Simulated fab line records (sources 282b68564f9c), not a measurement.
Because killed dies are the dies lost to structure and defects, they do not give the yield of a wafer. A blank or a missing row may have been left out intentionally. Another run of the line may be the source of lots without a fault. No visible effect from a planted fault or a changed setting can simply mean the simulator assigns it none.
Split-lot experiment + flow rit-cmos + 5 lots, 23 wafers read, on a route of 202 steps

THE SPLIT ITSELF
At RIT_NRETRO_IMPLANT_08, the setting energy-kev was moved away from the recipe's 70 on 8 of the 23 wafers read, by -5.4% to -3.2%. All remaining wafers had this setting at the recipe value.

Reading taken at the split's own step.

THE READING
implant.drp-nm (the simulator's own value, which no gauge read), in nm, at RIT_NRETRO_IMPLANT_08. The file does not state a usual value for it.

| wafer  | tool, chamber at the split | energy-kev as run | against the recipe | implant.drp-nm, nm | against lot-mates on the recipe |
|--------|----------------------------|-------------------|--------------------|--------------------|---------------------------------|
| L075.1 | implanter-03, 0            | 70                | recipe             | 33.94              | -                               |
| L075.5 | implanter-03, 0            | 70                | recipe             | 33.94              | -                               |
| L075.6 | implanter-03, 0            | 70                | recipe             | 33.94              | -                               |
| L075.2 | implanter-03, 0            | 66.62             | -4.8%              | 32.53              | -1.41                           |
| L075.3 | implanter-03, 0            | 66.62             | -4.8%              | 32.53              | -1.41                           |
| L076.1 | implanter-01, 0            | 70                | recipe             | 33.94              | -                               |
| L076.3 | implanter-01, 0            | 70                | recipe             | 33.94              | -                               |
| L076.6 | implanter-01, 0            | 70                | recipe             | 33.94              | -                               |
| L077.1 | implanter-02, 0            | 67.74             | -3.2%              | 33                 | -0.94                           |
| L077.3 | implanter-02, 0            | 67.74             | -3.2%              | 33                 | -0.94                           |
| L077.6 | implanter-02, 0            | 67.74             | -3.2%              | 33                 | -0.94                           |
| L077.4 | implanter-02, 0            | 70                | recipe             | 33.94              | -                               |
| L077.5 | implanter-02, 0            | 70                | recipe             | 33.94              | -                               |
| L080.1 | implanter-03, 0            | 70                | recipe             | 33.94              | -                               |
| L080.6 | implanter-03, 0            | 70                | recipe             | 33.94              | -                               |
| L080.2 | implanter-03, 0            | 66.23             | -5.4%              | 32.37              | -1.57                           |
| L080.3 | implanter-03, 0            | 66.23             | -5.4%              | 32.37              | -1.57                           |
| L080.4 | implanter-03, 0            | 66.23             | -5.4%              | 32.37              | -1.57                           |
| L084.1 | implanter-03, 0            | 70                | recipe             | 33.94              | -                               |
| L084.2 | implanter-03, 0            | 70                | recipe             | 33.94              | -                               |
| L084.4 | implanter-03, 0            | 70                | recipe             | 33.94              | -                               |
| L084.5 | implanter-03, 0            | 70                | recipe             | 33.94              | -                               |
| L084.6 | implanter-03, 0            | 70                | recipe             | 33.94              | -                               |

THE FIT
A straight line over all 23 wafers: implant.drp-nm changes by +0.292 nm for each +1% of energy-kev; r = +1.00; the points scatter about the line by 0.00084 nm.
The same after taking each lot's own level away (the mean of its wafers on the recipe; 23 wafers): +0.292 nm for each +1%; r = +1.00; scatter 0.00084 nm.
The reading moves by 1.6 nm for the largest change in energy-kev, on that fit.
The lots' own levels span 33.940 to 33.940 nm.
Consequently the slope shifts little with the lot-to-lot level, the two slopes agreeing.
Check: for one of the wafers moved furthest among these (-5.4%), held out of the fit, the line's prediction against its lot-mates is -1.57 nm. Against them it came out at -1.57 nm.

FURTHER SPLITS ON THESE WAFERS
Before the reading, these wafers also passed through other splits. Each is held against what the fit with the lots' levels taken away leaves over:
| other split on the same wafers   | wafers away from the commonest value | r with implant.drp-nm (lot level and that fit taken away) |
|----------------------------------|--------------------------------------|-----------------------------------------------------------|
| RIT_ACTIVE_CVD_03 time-s         | 15                                   | +0.44                                                     |
| RIT_ACTIVE_DEVELOP_10 dev-temp-c | 8                                    | +0.03                                                     |
| RIT_FOX2_OXIDATION_00 temp-c     | 18                                   | +0.63                                                     |
| RIT_NWELL_COAT_01 spin-rpm       | 9                                    | -0.28                                                     |
| RIT_NWELL_IMPLANT_08 energy-kev  | 6                                    | -0.12                                                     |
| RIT_PWELL_IMPLANT_08 energy-kev  | 8                                    | +0.34                                                     |
| RIT_NRETRO_COAT_01 resist-thk-nm | 5                                    | -0.03                                                     |

THE WHOLE CHAIN: every reading that the file lists as answering this split, in the file's order
| step                  | what it does | reading                                                         | change (the file's fit)               | r (the file's) |
|-----------------------|--------------|-----------------------------------------------------------------|---------------------------------------|----------------|
| RIT_NRETRO_IMPLANT_08 |              | implant.rp-nm (the simulator's own value, which no gauge read)  | +0.864 nm for each +1% of the setting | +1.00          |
| RIT_NRETRO_IMPLANT_08 |              | implant.drp-nm (the simulator's own value, which no gauge read) | +0.291 nm for each +1% of the setting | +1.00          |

FILE'S OWN FIT
implant.drp-nm changes by +0.291 nm for each +1% of energy-kev, r = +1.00.
